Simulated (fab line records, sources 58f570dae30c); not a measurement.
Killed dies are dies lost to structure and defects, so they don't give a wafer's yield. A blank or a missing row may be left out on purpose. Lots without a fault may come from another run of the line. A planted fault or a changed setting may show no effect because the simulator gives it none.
Split-lot experiment | flow berkeley_cmos170 | 5 lots, 23 wafers read, on a route of 331 steps

THE SPLIT
At UCB170_M3_PEB_13, the setting peb_temp_c was moved away from the recipe's 130 C on 9 of the 23 wafers read, by -1.4% to +2.4%. The other wafers ran this setting at the recipe's value.

FROM THE SPLIT TO THE READING: what the file shows between them, 1 step
- UCB170_M3_DEVELOP_14: develop time 45 s

THE READING
cd_nm, in nm, at UCB170_M3_CD_MEAS_15 (target cd 700 nm). Fault-free wafers of this fab line usually give 699.7 nm, standard deviation 1.4 nm.

wafer  | tool, chamber at the split | peb_temp_c as run, C | against the recipe | cd_nm, nm | against lot-mates on the recipe
L076.2 | litho_track-01, 0          | 128.2                | -1.4%              | 712.4     | +13.7
L076.3 | litho_track-01, 0          | 128.2                | -1.4%              | 711.6     | +12.9
L076.4 | litho_track-01, 0          | 130                  | recipe             | 699.1     | -
L076.5 | litho_track-01, 0          | 128.2                | -1.4%              | 712.3     | +13.6
L076.6 | litho_track-01, 0          | 130                  | recipe             | 698.3     | -
L079.2 | litho_track-01, 0          | 130                  | recipe             | 700.4     | -
L079.3 | litho_track-01, 0          | 128.2                | -1.4%              | 715.1     | +14.8
L079.4 | litho_track-01, 0          | 128.2                | -1.4%              | 714.0     | +13.7
L079.5 | litho_track-01, 0          | 128.2                | -1.4%              | 713.7     | +13.4
L079.6 | litho_track-01, 0          | 130                  | recipe             | 700.2     | -
L082.1 | litho_track-04, 0          | 133.1                | +2.4%              | 682.5     | -18.5
L082.3 | litho_track-04, 0          | 130                  | recipe             | 701.0     | -
L082.4 | litho_track-04, 0          | 130                  | recipe             | 701.1     | -
L082.5 | litho_track-04, 0          | 133.1                | +2.4%              | 681.5     | -19.5
L082.6 | litho_track-04, 0          | 133.1                | +2.4%              | 681.7     | -19.3
L085.2 | litho_track-03, 0          | 130                  | recipe             | 701.7     | -
L085.3 | litho_track-03, 0          | 130                  | recipe             | 702.1     | -
L085.4 | litho_track-03, 0          | 130                  | recipe             | 701.9     | -
L083.1 | litho_track-04, 0          | 130                  | recipe             | 702.4     | -
L083.2 | litho_track-04, 0          | 130                  | recipe             | 700.5     | -
L083.3 | litho_track-04, 0          | 130                  | recipe             | 700.3     | -
L083.4 | litho_track-04, 0          | 130                  | recipe             | 702.5     | -
L083.5 | litho_track-04, 0          | 130                  | recipe             | 700.8     | -

THE FIT
A straight line over all 23 wafers: cd_nm changes by -8.32 nm for each +1% of peb_temp_c; r = -0.99; the points scatter about the line by 1.2 nm.
The same after taking each lot's own level away (the mean of its wafers on the recipe; 23 wafers): -8.75 nm for each +1%; r = -1.00; scatter 1 nm.
On that fit, the largest move of peb_temp_c shifts the reading by 21 nm.
The lots' own levels span 698.70 to 701.90 nm, that is 2.3 times the standard deviation above.
So the lot-to-lot level changes the slope little: the two slopes agree.
Check: with one of the wafers moved furthest among these (+2.4%) left out of the fit, the line predicts -20.8 nm for it against its lot-mates. It came out at -18.5 nm against them.

THE FILE'S OWN FIT
cd_nm changes by -8.78 nm for each +1% of peb_temp_c, r = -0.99.
